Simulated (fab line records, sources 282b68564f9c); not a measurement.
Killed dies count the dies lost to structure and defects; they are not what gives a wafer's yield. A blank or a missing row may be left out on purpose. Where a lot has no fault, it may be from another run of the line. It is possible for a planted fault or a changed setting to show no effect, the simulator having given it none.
fab line records	flow rit_cmos
record: lots: 7	wafers: 21	last_day: 7
route steps=202 shown FOX2@24 NWELL@28 PWELL@39 WELLDRIVE@50 M1@202
lots that met no fault: taken from a fault-free run of the same line
start_h: hours from the record's first day to the start of the lot's first wafer shown	wait_h: how many hours have passed since the lot's step before this one	" same as the row above	L1.1+2: a single row standing in for several wafers	- either no value or no given start	* or withheld: withheld	< > ~ a bound
route shown NAME@n: names a module that has steps shown in the file, with the first one's number in the route	usual: average and standard deviation across the fault-free wafers	same: alike in all rows	chamber/n: place in a boat	sites: each site's reading	_std_site: standard deviation of those values	_edge_site: mean of outer sites minus mean of inner sites	radius_mm: for every site, how far away it sits from the centre of the wafer	mask NAME#n: copy n	behind: the last tool/chamber to shape the wafer	hold: why the lot was held/for how many hours/how that ended	device: which transistor (n, p or np) failed to switch	end of line: the route-end tests of the same wafers	where a step has no rows: the recipe by itself	killed: count of dies lost to structure and defects at first sort (not the wafer's yield)	map: a wafer's dies, x killed, . not, _ none there
set.NAME: setting as actually run; set.NAME@STEP: the setting as run at that earlier step	model.NAME: the simulator's own value behind a step, which no gauge read
a table for each step, a row for each wafer; lots at some steps of the route
services: the hour from which a tool's chamber was out of use, counted from the record's first day as start_h (under 0 if before that day), plus the number of hours and why
== steps ==
step: RIT_FOX2_THK_MEAS_01
recipe: reads: SiO2_of_FOX2_OXIDATION_00
usual: FOX2_OXIDE_THK: 352/7.5
lot.wafer	tool	chamber	start_h	wait_h	FOX2_OXIDE_THK[nm]
L182.1	film_metro-04	-	47.03	0.0	355
L182.2	"	-	"	"	358
L182.6	"	-	"	"	357
L185.2	film_metro-03	-	62.51	0.0	349
L185.3	"	-	"	"	354
L185.4	"	-	"	"	351
L187.4	film_metro-03	-	70.40	0.0	364
L187.5	"	-	"	"	367
L187.6	"	-	"	"	365
L189.1	film_metro-04	-	81.97	0.0	354
L189.2	"	-	"	"	337
L189.5	"	-	"	"	340
L190.4	film_metro-03	-	83.85	0.0	344
L190.5	"	-	"	"	345
L190.6	"	-	"	"	344
L192.1	film_metro-02	-	96.92	0.0	352
L192.2	"	-	"	"	356
L192.3	"	-	"	"	350
L195.3	film_metro-04	-	109.84	0.0	350
L195.5	"	-	"	"	353
L195.6	"	-	"	"	349
step: RIT_FOX2_CLEAN_02
recipe: chemistry: dHF	dilution: 50:1	time_s: 180
step: RIT_FOX2_WET_ETCH_03
recipe: chemistry: H3PO4	target: Si3N4	target_depth_nm: 195	temp_c: 165	time_s: 2652
step: RIT_FOX2_THK_MEAS_90
recipe: reads: SiO2_of_FOX2_OXIDATION_00
usual: FIELD_OXIDE_LEFT_1_THK: 325/7.5
lot.wafer	tool	chamber	start_h	wait_h	FIELD_OXIDE_LEFT_1_THK[nm]
L182.1	film_metro-03	-	47.91	0.0	328
L182.2	"	-	"	"	331
L182.6	"	-	"	"	330
L185.2	film_metro-03	-	63.39	0.0	322
L185.3	"	-	"	"	327
L185.4	"	-	"	"	324
L187.4	film_metro-04	-	71.35	0.0	337
L187.5	"	-	"	"	340
L187.6	"	-	"	"	338
L189.1	film_metro-03	-	82.85	0.0	327
L189.2	"	-	"	"	310
L189.5	"	-	"	"	312
L190.4	film_metro-03	-	84.80	0.0	317
L190.5	"	-	"	"	318
L190.6	"	-	"	"	317
L192.1	film_metro-04	-	97.94	0.0	325
L192.2	"	-	"	"	329
L192.3	"	-	"	"	323
L195.3	film_metro-02	-	110.78	0.0	323
L195.5	"	-	"	"	326
L195.6	"	-	"	"	322
step: RIT_NWELL_HMDS_00
recipe: prime_time_s: 60	prime_temp_c: 140
step: RIT_NWELL_COAT_01
recipe: resist: NOVOLAK	spin_rpm: 2000	resist_thk_nm: 1300
step: RIT_NWELL_SOFTBAKE_02
recipe: resist: NOVOLAK	temp_c: 90	time_s: 60
step: RIT_NWELL_EXPOSE_03
recipe: mask_id: M2	na: 0.57	target_cd_nm: 43900	dose_mj: 250
step: RIT_NWELL_PEB_04
recipe: resist: NOVOLAK	temp_c: withheld	time_s: withheld
step: RIT_NWELL_DEVELOP_05
recipe: resist: NOVOLAK	develop_time_s: 68	dev_temp_c: 23
step: RIT_NWELL_OVL_MEAS_06
usual: NWELL_OVL: 1.2/1.3
lot.wafer	tool	chamber	start_h	wait_h	NWELL_OVL[nm]
L182.1	overlay-02	-	49.21	-	1.6
L182.2	"	-	"	"	2.8
L182.6	"	-	"	"	0.5
L185.2	overlay-02	-	64.45	-	2.3
L185.3	"	-	"	"	2.3
L185.4	"	-	"	"	1.3
L187.4	overlay-02	-	72.40	-	1.4
L187.5	"	-	"	"	0.4
L187.6	"	-	"	"	2.5
L189.1	overlay-01	-	83.99	-	1.3
L189.2	"	-	"	"	1.1
L189.5	"	-	"	"	0.1
L190.4	overlay-01	-	86.15	-	-1.9
L190.5	"	-	"	"	-1.2
L190.6	"	-	"	"	-1.1
L192.1	overlay-02	-	98.88	-	0.4
L192.2	"	-	"	"	-2.7
L192.3	"	-	"	"	0.8
L195.3	overlay-01	-	112.03	-	1.5
L195.5	"	-	"	"	4.0
L195.6	"	-	"	"	0.4
step: RIT_NWELL_HARDBAKE_07
recipe: resist: NOVOLAK	temp_c: 140	time_s: 120
step: RIT_NWELL_IMPLANT_08
recipe: species: P	energy_kev: 170	dose_cm2: 5e+13	tilt_deg: 7.293
usual: dose_ions_cm2: 5e+13/5.3e+10	tilt_deg: 7.289/0.02
lot.wafer	tool	chamber	start_h	wait_h	dose_ions_cm2	tilt_deg
L182.1	implanter-02	0	49.61	0.2	5.007e+13	7.291
L182.2	"	0	"	"	5e+13	7.305
L182.6	"	0	"	"	5e+13	7.292
L185.2	implanter-02	0	64.75	0.2	5.013e+13	7.288
L185.3	"	0	"	"	5.007e+13	7.328
L185.4	"	0	"	"	5.003e+13	7.328
L187.4	implanter-02	0	72.74	0.2	4.803e+13	7.319
L187.5	"	0	"	"	4.801e+13	7.285
L187.6	"	0	"	"	4.801e+13	7.274
L189.1	implanter-02	0	84.27	0.2	4.8e+13	7.276
L189.2	"	0	"	"	4.792e+13	7.288
L189.5	"	0	"	"	4.8e+13	7.293
L190.4	implanter-02	0	86.50	0.2	4.803e+13	7.248
L190.5	"	0	"	"	4.802e+13	7.260
L190.6	"	0	"	"	4.803e+13	7.251
L192.1	implanter-01	0	99.16	0.2	5.002e+13	7.306
L192.2	"	0	"	"	4.996e+13	7.280
L192.3	"	0	"	"	5e+13	7.295
L195.3	implanter-01	0	112.35	0.2	4.991e+13	7.321
L195.5	"	0	"	"	5.002e+13	7.312
L195.6	"	0	"	"	4.999e+13	7.314
step: RIT_NWELL_STRIP_09
recipe: chemistry: O2	time_s: 180	resist: NOVOLAK	platen_temp_c: withheld	power_w: 500	pressure_mtorr: 4000	o2_flow_sccm: 4000
usual: drypump_motor_current_A: 5.8/0.48
lot.wafer	tool	chamber	start_h	wait_h	drypump_motor_current_A	rf_hours_counter_h
L182.1	plasma_asher-03	1	49.76	0.1	5.5	36
L182.2	"	0	"	"	6.3	36
L182.6	"	0	"	"	6.2	-
L185.2	plasma_asher-02	1	64.88	0.1	6.6	44
L185.3	"	1	"	"	6.6	-
L185.4	"	0	"	"	5.1	-
L187.4	plasma_asher-04	1	72.88	0.1	5.7	-
L187.5	"	1	"	"	5.7	-
L187.6	"	0	"	"	5.9	-
L189.1	plasma_asher-03	0	84.42	0.1	6.2	40
L189.2	"	1	"	"	5.5	40
L189.5	"	0	"	"	6.2	-
L190.4	plasma_asher-04	0	86.63	0.1	5.9	-
L190.5	"	1	"	"	5.7	-
L190.6	"	0	"	"	5.9	-
L192.1	plasma_asher-04	1	99.31	0.1	5.6	46
L192.2	"	0	"	"	5.9	46
L192.3	"	1	"	"	5.7	-
L195.3	plasma_asher-04	1	112.51	0.1	5.6	-
L195.5	"	0	"	"	5.9	-
L195.6	"	1	"	"	5.6	-
step: RIT_NWELL_TW_MEAS_10
usual: NWELL_TW: 2121/16
lot.wafer	tool	chamber	start_h	wait_h	NWELL_TW
L182.1	film_metro-03	-	49.94	0.1	2102
L182.2	"	-	"	"	2114
L182.6	"	-	"	"	2106
L185.2	film_metro-03	-	65.06	0.1	2096
L185.3	"	-	"	"	2102
L185.4	"	-	"	"	2114
L187.4	film_metro-01	-	73.02	0.1	2089
L187.5	"	-	"	"	2100
L187.6	"	-	"	"	2099
L189.1	film_metro-04	-	84.60	0.1	2107
L189.2	"	-	"	"	2108
L189.5	"	-	"	"	2102
L190.4	film_metro-01	-	86.78	0.1	2087
L190.5	"	-	"	"	2083
L190.6	"	-	"	"	2080
L192.1	film_metro-04	-	99.49	0.1	2135
L192.2	"	-	"	"	2139
L192.3	"	-	"	"	2136
L195.3	film_metro-01	-	112.65	0.1	2127
L195.5	"	-	"	"	2127
L195.6	"	-	"	"	2123
step: RIT_PWELL_HMDS_00
recipe: prime_time_s: 60	prime_temp_c: 140
step: RIT_PWELL_COAT_01
recipe: resist: NOVOLAK	spin_rpm: 2000	resist_thk_nm: 1300
step: RIT_PWELL_SOFTBAKE_02
recipe: resist: NOVOLAK	temp_c: 90	time_s: 60
step: RIT_PWELL_EXPOSE_03
recipe: mask_id: M3	na: 0.57	target_cd_nm: 43700	dose_mj: 250
step: RIT_PWELL_PEB_04
recipe: resist: NOVOLAK	temp_c: withheld	time_s: withheld
step: RIT_PWELL_DEVELOP_05
recipe: resist: NOVOLAK	develop_time_s: 70.14	dev_temp_c: 23
step: RIT_PWELL_OVL_MEAS_06
usual: PWELL_OVL: -0.3/1.5
lot.wafer	tool	chamber	start_h	wait_h	PWELL_OVL[nm]
L182.1	overlay-01	-	51.00	-	-0.9
L182.2	"	-	"	"	1.3
L182.6	"	-	"	"	-1.2
L185.2	overlay-02	-	66.27	-	-1.4
L185.3	"	-	"	"	-2.2
L185.4	"	-	"	"	-1.7
L187.4	overlay-01	-	73.95	-	-0.7
L187.5	"	-	"	"	-1.1
L187.6	"	-	"	"	0.1
L189.1	overlay-02	-	85.54	-	0.5
L189.2	"	-	"	"	0.2
L189.5	"	-	"	"	0.4
L190.4	overlay-01	-	87.70	-	-2.0
L190.5	"	-	"	"	-0.9
L190.6	"	-	"	"	-2.1
L192.1	overlay-02	-	100.43	-	0.1
L192.2	"	-	"	"	-0.1
L192.3	"	-	"	"	-0.1
L195.3	overlay-01	-	113.71	-	0.4
L195.5	"	-	"	"	1.8
L195.6	"	-	"	"	0.1
step: RIT_PWELL_HARDBAKE_07
recipe: resist: NOVOLAK	temp_c: 140	time_s: 120
step: RIT_PWELL_IMPLANT_08
recipe: species: B	energy_kev: 170	dose_cm2: 7e+13	tilt_deg: 7
step: RIT_PWELL_STRIP_09
recipe: chemistry: O2	time_s: 180	resist: NOVOLAK	platen_temp_c: withheld	power_w: 500	pressure_mtorr: 4000	o2_flow_sccm: 4000
usual: drypump_motor_current_A: 5.7/0.56
lot.wafer	tool	chamber	start_h	wait_h	drypump_motor_current_A	rf_hours_counter_h
L182.1	plasma_asher-04	1	51.44	0.1	5.6	41
L182.2	"	0	"	"	5.9	41
L182.6	"	1	"	"	5.7	-
L185.2	plasma_asher-02	0	66.70	0.1	5.1	44
L185.3	"	1	"	"	6.6	-
L185.4	"	0	"	"	5.1	-
L187.4	plasma_asher-04	1	74.43	0.1	5.7	-
L187.5	"	1	"	"	5.7	-
L187.6	"	0	"	"	5.9	-
L189.1	plasma_asher-02	0	85.97	0.1	5.1	46
L189.2	"	1	"	"	6.6	46
L189.5	"	1	"	"	6.5	-
L190.4	plasma_asher-04	0	88.18	0.1	5.8	-
L190.5	"	1	"	"	5.6	-
L190.6	"	0	"	"	5.9	-
L192.1	plasma_asher-02	1	100.86	0.1	6.5	47
L192.2	"	0	"	"	5.1	47
L192.3	"	1	"	"	6.6	-
L195.3	plasma_asher-01	1	114.19	0.1	5.7	-
L195.5	"	1	"	"	5.8	-
L195.6	"	0	"	"	5.1	-
step: RIT_PWELL_TW_MEAS_10
usual: PWELL_TW: 941/6.6
lot.wafer	tool	chamber	start_h	wait_h	PWELL_TW
L182.1	film_metro-03	-	51.61	0.1	934
L182.2	"	-	"	"	934
L182.6	"	-	"	"	934
L185.2	film_metro-01	-	66.88	0.1	944
L185.3	"	-	"	"	937
L185.4	"	-	"	"	943
L187.4	film_metro-01	-	74.57	0.1	939
L187.5	"	-	"	"	938
L187.6	"	-	"	"	946
L189.1	film_metro-03	-	86.15	0.1	939
L189.2	"	-	"	"	937
L189.5	"	-	"	"	939
L190.4	film_metro-04	-	88.33	0.1	953
L190.5	"	-	"	"	949
L190.6	"	-	"	"	952
L192.1	film_metro-01	-	101.04	0.1	944
L192.2	"	-	"	"	941
L192.3	"	-	"	"	943
L195.3	film_metro-03	-	114.33	0.1	941
L195.5	"	-	"	"	939
L195.6	"	-	"	"	935
step: RIT_WELLDRIVE_ANNEAL_00
recipe: temp_c: 1100	time_s: 14700	ambient: N2
step: RIT_WELLDRIVE_RS_MEAS_01
recipe: thk_meas_gauge: four-point-probe
usual: NWELL_RS: 275.5/0.66
lot.wafer	tool	chamber	start_h	wait_h	NWELL_RS[ohm/sq]
L182.1	film_metro-03	-	58.17	0.0	275.8
L182.2	"	-	"	"	275.3
L182.6	"	-	"	"	276.0
L185.2	film_metro-03	-	72.16	0.0	276.1
L185.3	"	-	"	"	276.2
L185.4	"	-	"	"	276.1
L187.4	film_metro-01	-	79.93	0.1	282.0
L187.5	"	-	"	"	281.5
L187.6	"	-	"	"	281.6
L189.1	film_metro-03	-	92.86	0.0	282.1
L189.2	"	-	"	"	281.8
L189.5	"	-	"	"	282.3
L190.4	film_metro-01	-	93.50	0.1	283.0
L190.5	"	-	"	"	283.5
L190.6	"	-	"	"	283.9
L192.1	film_metro-04	-	106.41	0.0	275.7
L192.2	"	-	"	"	275.5
L192.3	"	-	"	"	275.4
L195.3	film_metro-03	-	127.91	0.0	274.5
L195.5	"	-	"	"	275.1
L195.6	"	-	"	"	275.3
step: RIT_WELLDRIVE_RS_MEAS_02
recipe: thk_meas_gauge: four-point-probe
usual: PWELL_RS: 429.8/1.2
lot.wafer	tool	chamber	start_h	wait_h	PWELL_RS[ohm/sq]
L182.1	film_metro-03	-	58.29	0.1	427.4
L182.2	"	-	"	"	429.0
L182.6	"	-	"	"	427.6
L185.2	film_metro-03	-	72.28	0.1	428.1
L185.3	"	-	"	"	427.9
L185.4	"	-	"	"	428.4
L187.4	film_metro-01	-	80.05	0.1	431.0
L187.5	"	-	"	"	430.5
L187.6	"	-	"	"	430.5
L189.1	film_metro-03	-	92.98	0.1	428.8
L189.2	"	-	"	"	428.6
L189.5	"	-	"	"	428.3
L190.4	film_metro-01	-	93.62	0.1	428.1
L190.5	"	-	"	"	428.3
L190.6	"	-	"	"	429.4
L192.1	film_metro-04	-	106.53	0.1	430.2
L192.2	"	-	"	"	429.9
L192.3	"	-	"	"	429.5
L195.3	film_metro-03	-	128.03	0.1	429.0
L195.5	"	-	"	"	429.1
L195.6	"	-	"	"	430.2
step: RIT_M1_PROBE_99
usual: killed_at_front_end: 7.0/2.8	killed_dies: 7.0/2.8	killed_open: 3.4/1.9	killed_short: 3.6/2
same: gross_dies: 264	killed_at_M0_to_M3: 0	killed_at_M4_up: 0	killed_at_back_side: 0	killed_at_contacts: 0	killed_at_other: 0
lot.wafer	tool	chamber	start_h	wait_h	killed_at_front_end	killed_dies	killed_open	killed_short	model.etest.nwell_pinched.rs_ohm_sq	model.etest.well_edge_right.line_ohm_um	model.etest.well_edge_left.line_ohm_um
L182.1	prober-01	-	90.01	0.1	7	7	3	4	336.2	184.8	182.8
L182.2	prober-01	-	90.06	0.1	9	9	5	4	338.4	184.5	183
L182.6	prober-01	-	90.26	0.2	6	6	4	2	336.6	182.9	184.4
L185.2	prober-02	-	104.97	0.1	5	5	3	2	337.2	184	183.9
L185.3	prober-02	-	105.02	0.2	7	7	3	4	342.7	183.8	182.4
L185.4	prober-02	-	105.07	0.2	9	9	5	4	339.5	183.9	181
L187.4	prober-02	-	113.87	0.2	6	6	5	1	344.9	187.2	188.9
L187.5	prober-02	-	113.92	0.2	11	11	6	5	344.1	186.1	188.7
L187.6	prober-02	-	113.97	0.2	6	6	3	3	341.9	187.7	184.7
L189.1	prober-02	-	125.31	0.1	10	10	7	3	345.7	186.7	187.1
L189.2	prober-02	-	125.36	0.1	8	8	4	4	344.4	185.5	184.1
L189.5	prober-02	-	125.51	0.2	9	9	5	4	347	188.4	187.3
L190.4	prober-01	-	126.96	0.2	6	6	1	5	350.8	191.4	187.6
L190.5	prober-01	-	127.01	0.2	10	10	5	5	347	187.9	188.2
L190.6	prober-01	-	127.06	0.2	6	6	2	4	352.4	185.2	186.9
L192.1	prober-01	-	152.82	0.1	8	8	4	4	340.2	183.2	183.1
L192.2	prober-01	-	152.87	0.1	3	3	1	2	332.2	184.4	183.5
L192.3	prober-01	-	152.92	0.2	4	4	2	2	332	180.8	182.4
L195.3	prober-02	-	165.24	0.2	7	7	4	3	333.3	182.1	184.5
L195.5	prober-02	-	165.34	0.2	7	7	2	5	333.4	183.2	182.8
L195.6	prober-02	-	165.39	0.2	7	7	6	1	340.1	181.5	184.3
killed by level:class
L182.1 GATE:geometric_particle:short=3 FOX1:geometric_particle:short=1 FOX2:geometric_particle:open=1 GATE:geometric_particle:open=1 SILICIDE:geometric_particle:open=1
L182.2 GATE:geometric_particle:short=4 FOX1:geometric_particle:open=2 FOX2:geometric_particle:open=1 GATE:geometric_particle:open=1 SILICIDE:geometric_particle:open=1
L182.6 FOX2:geometric_particle:open=3 GATE:geometric_particle:short=1 REOX:geometric_particle:short=1 SPACER:geometric_particle:open=1
L185.2 GATE:geometric_particle:open=2 FOX1:geometric_particle:open=1 GATE:geometric_particle:short=1 REOX:geometric_particle:short=1
L185.3 SILICIDE:geometric_particle:short=3 FOX1:geometric_particle:open=1 GATE:geometric_particle:open=1 SPACER:geometric_particle:open=1 SPACER:geometric_particle:short=1
L185.4 GATE:geometric_particle:short=3 GATE:geometric_particle:open=3 REOX:geometric_particle:open=1 SPACER:geometric_particle:short=1 SPACER:geometric_particle:open=1
L187.4 REOX:geometric_particle:open=2 SILICIDE:geometric_particle:open=2 GATE:geometric_particle:open=1 SILICIDE:geometric_particle:short=1
L187.5 FOX2:geometric_particle:short=2 GATE:geometric_particle:open=2 FOX1:geometric_particle:open=1 FOX1:geometric_particle:short=1 FOX2:geometric_particle:open=1 GATE:geometric_particle:short=1 REOX:geometric_particle:open=1 SILICIDE:geometric_particle:open=1
L187.6 SILICIDE:geometric_particle:short=2 FOX1:geometric_particle:short=1 GATE:geometric_particle:open=1 REOX:geometric_particle:open=1 SPACER:geometric_particle:open=1
L189.1 GATE:geometric_particle:open=3 REOX:geometric_particle:open=3 GATE:geometric_particle:short=2 SILICIDE:geometric_particle:open=1 SILICIDE:geometric_particle:short=1
L189.2 GATE:geometric_particle:short=2 REOX:geometric_particle:open=2 GATE:geometric_particle:open=1 REOX:geometric_particle:short=1 SPACER:geometric_particle:short=1 SPACER:geometric_particle:open=1
L189.5 GATE:geometric_particle:short=3 GATE:geometric_particle:open=2 FOX2:geometric_particle:open=1 SPACER:geometric_particle:open=1 SPACER:geometric_particle:short=1 SILICIDE:geometric_particle:open=1
L190.4 GATE:geometric_particle:short=4 FOX2:geometric_particle:short=1 GATE:geometric_particle:open=1
L190.5 GATE:geometric_particle:short=5 GATE:geometric_particle:open=3 REOX:geometric_particle:open=1 SILICIDE:geometric_particle:open=1
L190.6 GATE:geometric_particle:short=4 GATE:geometric_particle:open=2
L192.1 GATE:geometric_particle:open=3 GATE:geometric_particle:short=2 FOX1:geometric_particle:short=1 SPACER:geometric_particle:short=1 SPACER:geometric_particle:open=1
L192.2 FOX1:geometric_particle:short=1 FOX2:geometric_particle:open=1 SPACER:geometric_particle:short=1
L192.3 GATE:geometric_particle:short=1 GATE:geometric_particle:open=1 SPACER:geometric_particle:short=1 SPACER:geometric_particle:open=1
L195.3 FOX1:geometric_particle:open=2 REOX:geometric_particle:short=2 REOX:geometric_particle:open=1 SILICIDE:geometric_particle:open=1 SILICIDE:geometric_particle:short=1
L195.5 FOX1:geometric_particle:short=2 REOX:geometric_particle:open=2 REOX:geometric_particle:short=2 GATE:geometric_particle:short=1
L195.6 REOX:geometric_particle:open=3 SILICIDE:geometric_particle:open=2 GATE:geometric_particle:open=1 GATE:geometric_particle:short=1
== services ==
tool	chamber	start_h	hours	kind
plasma_asher-02	-	108.75	9.0	pm
plasma_asher-02	0	108.75	11.4	vent_cycle
plasma_asher-02	1	108.75	11.4	vent_cycle
== key ==
first_sign: step: RIT_NWELL_IMPLANT_08	reading: dose_ions_cm2	direction: down	sigmas: 37	usual: 5e+13	struck: 4.801e+13
effect: step: RIT_NWELL_TW_MEAS_10	reading: NWELL_TW	direction: down	sigmas: 1.6	usual: 2121	struck: 2095
effect: step: RIT_WELLDRIVE_RS_MEAS_01	reading: NWELL_RS	direction: up	sigmas: 10	usual: 275.5	struck: 282.4
model_effect: step: RIT_M1_PROBE_99	value: etest.nwell_pinched.rs_ohm_sq	without: 337.4	struck: 346.5
met_at RIT_NWELL_IMPLANT_08
struck_wafers L187.4,L187.5,L187.6,L189.1,L189.2,L189.5,L190.4,L190.5,L190.6
tester_left_out L187,L189,L190
onset_between 64.75 72.74
fault: kind: process_parameter_drift	tool: implanter-02	chamber: -	onset_h: 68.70	steps: RIT_NWELL_IMPLANT_08	channel: dose_cm2	offset: -2e+12	shape: step	end_h: 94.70	acts_in: these_recipes_only	stated: 5e+13
tester_left_out: of these lots the tester's yield and bins aren't shown, on N5 and GAA mostly nor the transistor test; their killed dies are dies lost to structure and defects alone, not to doping, threshold or leakage, so they don't give the yield
